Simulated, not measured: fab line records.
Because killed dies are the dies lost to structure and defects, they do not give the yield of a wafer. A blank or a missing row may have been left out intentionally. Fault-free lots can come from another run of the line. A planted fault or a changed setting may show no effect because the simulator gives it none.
A single fault, viewed from 2 desks :: flow rit-cmos :: each desk holds nothing but its own numbers, with what lay behind them at the end

== TOOL OWNER'S DESK, implanter-04 ==
RIT_PWELL_IMPLANT_08, tool's own readings: per-lot mean of the sampled wafers with a number, covering each lot this tool ran. If a lot's mean is further than 4 standard deviations from the usual mean, the lot is out of limits and carries the mark OUT (the distance appears in the brackets).
Columns: A = dose-ions-cm2 at RIT_PWELL_IMPLANT_08, usual 7e+13; B = faraday-current-uA at RIT_PWELL_IMPLANT_08, usual 222
lot: L843
first seen here: day 2 06:10
A: 7e+13
B: 225

lot: L845
first seen here: day 2 14:14
A: 7e+13
B: 223

lot: L851
first seen here: day 3 20:25
A: 7e+13
B: 222

lot: L852
first seen here: day 4 00:13
A: 7e+13
B: 221

lot: L853
first seen here: day 4 09:28
A: 7e+13
B: 223

lot: L860
first seen here: day 5 17:14
A: 8e+13 (+99 or more) OUT
B: 257 (+8.4) OUT

lot: L861
first seen here: day 5 22:23
A: 8e+13 (+99 or more) OUT
B: 259 (+8.8) OUT

lot: L862
first seen here: day 6 05:00
A: 8e+13 (+99 or more) OUT
B: 261 (+9.3) OUT
This desk's finding: out of limits on L860, L861, L862; first on L860, day 5 17:14 (dose-ions-cm2 at RIT_PWELL_IMPLANT_08). Within limits: L843, L845, L851, L852, L853.

== METROLOGY DESK ==
What the gauges read for every lot (on any tool): the sampled wafers with a number, averaged. If a lot's mean is further than 4 standard deviations from the usual mean, the lot is out of limits and carries the mark OUT (the distance appears in the brackets).
Columns: A = NWELL_TW at RIT_NWELL_TW_MEAS_10, usual 2142; B = PWELL_TW at RIT_PWELL_TW_MEAS_10, usual 952; C = PWELL_RS at RIT_WELLDRIVE_RS_MEAS_02, usual 429.1 ohm/sq; D = NSD_TW at RIT_NSD_TW_MEAS_10, usual 3114
lot: L843
first seen here: day 2 04:56
A: 2139
B: 958
C: 430.2
D: 3132

lot: L845
first seen here: day 2 12:54
A: 2151
B: 959
C: 428.1
D: 3140

lot: L847
first seen here: day 2 21:56
A: 2148
B: 956
C: 428.5
D: 3120

lot: L848
first seen here: day 3 06:19
A: 2142
B: 956
C: 428.3
D: 3081

lot: L849
first seen here: day 3 09:29
A: 2137
B: 951
C: 430.8
D: 3069

lot: L851
first seen here: day 3 19:04
A: 2142
B: 954
C: 429.2
D: 3076

lot: L852
first seen here: day 3 23:00
A: 2137
B: 948
C: 428.9
D: 3122

lot: L853
first seen here: day 4 08:14
A: 2140
B: 950
C: 429.5
D: 3133

lot: L856
first seen here: day 4 20:45
A: 2136
B: 949
C: 428.3
D: 3084

lot: L859
first seen here: day 5 15:36
A: 2140
B: 949
C: 427.4
D: 3109

lot: L860
first seen here: day 5 15:51
A: 2130
B: 999 (+9.7) OUT
C: 391.7 (-34) OUT
D: 3103

lot: L861
first seen here: day 5 21:09
A: 2156
B: 998 (+9.3) OUT
C: 392.8 (-33) OUT
D: 3161

lot: L862
first seen here: day 6 03:30
A: 2142
B: 1011 (+12) OUT
C: 390.8 (-35) OUT
D: 3102

lot: L863
first seen here: day 6 06:19
A: 2139
B: 945
C: 428.7
D: 3103

lot: L864
first seen here: day 6 10:58
A: 2130
B: 947
C: 429.0
D: 3092
This desk's result: L860, L861, L862 out of limits, first on L860 (PWELL_TW at RIT_PWELL_TW_MEAS_10), day 5 17:32. Within limits: L843, L845, L847, L848, L849, L851, L852, L853, L856, L859, L863, L864.

== PUT TOGETHER ==
The tool owner's desk could have raised an alarm at day 5 17:14, on L860, L861, L862.
On L860, L861, L862, the metrology desk was in a position to raise an alarm at day 5 17:32.
RIT_PWELL_IMPLANT_08 was run on implanter-04 by each of the lots named.

== WHAT HAD BEEN PUT IN BY THE SIMULATOR ==
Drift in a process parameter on implanter-04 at RIT_PWELL_IMPLANT_08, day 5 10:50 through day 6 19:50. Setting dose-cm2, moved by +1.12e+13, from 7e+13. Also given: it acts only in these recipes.
Lots struck among those shown: L860, L861, L862.
Fault start to first reading out of limits, in hours, per desk: tool owner, 6; metrology, 7.
